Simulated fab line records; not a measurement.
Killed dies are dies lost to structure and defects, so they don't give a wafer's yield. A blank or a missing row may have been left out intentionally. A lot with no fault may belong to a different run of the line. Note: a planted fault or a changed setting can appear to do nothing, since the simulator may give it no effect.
Tool commonality check -- flow berkeley cmos170 -- 14 lots and 42 wafers in the sample

== WHAT PROMPTED THE OPENING ==
At UCB170_CONTACT_THK_MEAS_02 the reading CONTACT_PSG_THK is flagged on 2 of 14 lots. No-fault wafers: 694 nm, standard deviation 5.8.
Rule: a lot is flagged in two cases, either no wafer of it has a number, or all its wafers with numbers fall more than 4 standard deviations from that mean. As for the other lots, they are considered sound.

lot,measured,on,"CONTACT_PSG_THK (nm), wafer by wafer",flag
L380,day 7 08:28,film metro-01,688 689 691,
L379,day 7 08:28,film metro-04,687 690 690,
L382,day 7 14:20,film metro-04,700 698 694,
L381,day 7 16:07,film metro-03,701 697 699,
L384,day 8 05:04,film metro-01,699 697 695,
L386,day 8 15:16,film metro-04,705 698 698,
L385,day 8 16:31,film metro-03,691 689 689,
L388,day 9 09:18,film metro-01,684 687 685,
L391,day 9 19:46,film metro-03,691 694 697,
L395,day 10 13:56,film metro-04,696 688 692,
L393,day 10 14:28,film metro-03,738 731 736,FLAGGED
L396,day 11 03:31,film metro-01,699 697 696,
L398,day 11 04:43,film metro-04,750 749 747,FLAGGED
L402,day 11 19:22,film metro-03,694 690 691,
Average over the flagged lots: 742 nm; offset from the usual +48 nm, equal to +8 standard deviations.

== LOT BY LOT: THE TOOL USED ==
The record keeps 1 process step preceding the reading, out of 331 steps on the route. Every cell lists first the tool, next ch and the chambers used by the sampled wafers, and last the start.
lot,flag,UCB170_CONTACT_CVD_01
L380,,"lpcvd-01 ch 0, day 7 06:41"
L379,,"lpcvd-01 ch 1, day 7 06:41"
L382,,"lpcvd-02 ch 1, day 7 12:33"
L381,,"lpcvd-02 ch 1, day 7 14:20"
L384,,"lpcvd-02 ch 1, day 8 03:17"
L386,,"lpcvd-01 ch 0, day 8 13:28"
L385,,"lpcvd-02 ch 1, day 8 14:44"
L388,,"lpcvd-02 ch 1, day 9 07:30"
L391,,"lpcvd-01 ch 1, day 9 17:58"
L395,,"lpcvd-02 ch 0, day 10 12:09"
L393,FLAGGED,"lpcvd-01 ch 1, day 10 12:40"
L396,,"lpcvd-02 ch 0, day 11 01:44"
L398,FLAGGED,"lpcvd-01 ch 0, day 11 02:56"
L402,,"lpcvd-02 ch 0, day 11 17:35"
What is done by these steps:
- UCB170_CONTACT_CVD_01: deposits PSG from SiH4/O2/PH3, target thk 700 nm, time 2820 s.
- UCB170_CONTACT_THK_MEAS_02

== FLAGGED AGAINST TOTAL, ONE TOOL AT A TIME (gauges that did the reading follow at the end) ==
step,tool,lots run,flagged,share of the flagged lots,sound lots run after its first flagged lot
UCB170_CONTACT_CVD_01,lpcvd-01,6,2,all,0
UCB170_CONTACT_CVD_01,lpcvd-02,8,0,none,-
UCB170_CONTACT_THK_MEAS_02,film metro-01,4,0,none,-
UCB170_CONTACT_THK_MEAS_02,film metro-03,5,1,some,1 (L402)
UCB170_CONTACT_THK_MEAS_02,film metro-04,5,1,some,0

== WHAT THE TABLE ALLOWS ==
1 row of the table ran every flagged lot: lpcvd-01 at UCB170_CONTACT_CVD_01.
- lpcvd-01 at UCB170_CONTACT_CVD_01 ran 6 lots, 2 of them flagged. A fault beginning between L391 (day 9 17:58), its last sound lot, and L393 (day 10 12:40), its first flagged one, fits the data. Its own readings lie more than 4 standard deviations out on every wafer of the flagged lots: sih4 flow sccm.
What remains is a single tool, lpcvd-01 at UCB170_CONTACT_CVD_01.

== WHAT WAS PUT IN BY THE SIMULATOR ==
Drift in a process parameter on lpcvd-01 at UCB170_CONTACT_CVD_01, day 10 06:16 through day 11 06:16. Setting sih4 flow sccm, moved by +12, from 60. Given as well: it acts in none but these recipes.
Lots struck among those shown: L393, L398. The rule given above showed the same thing.
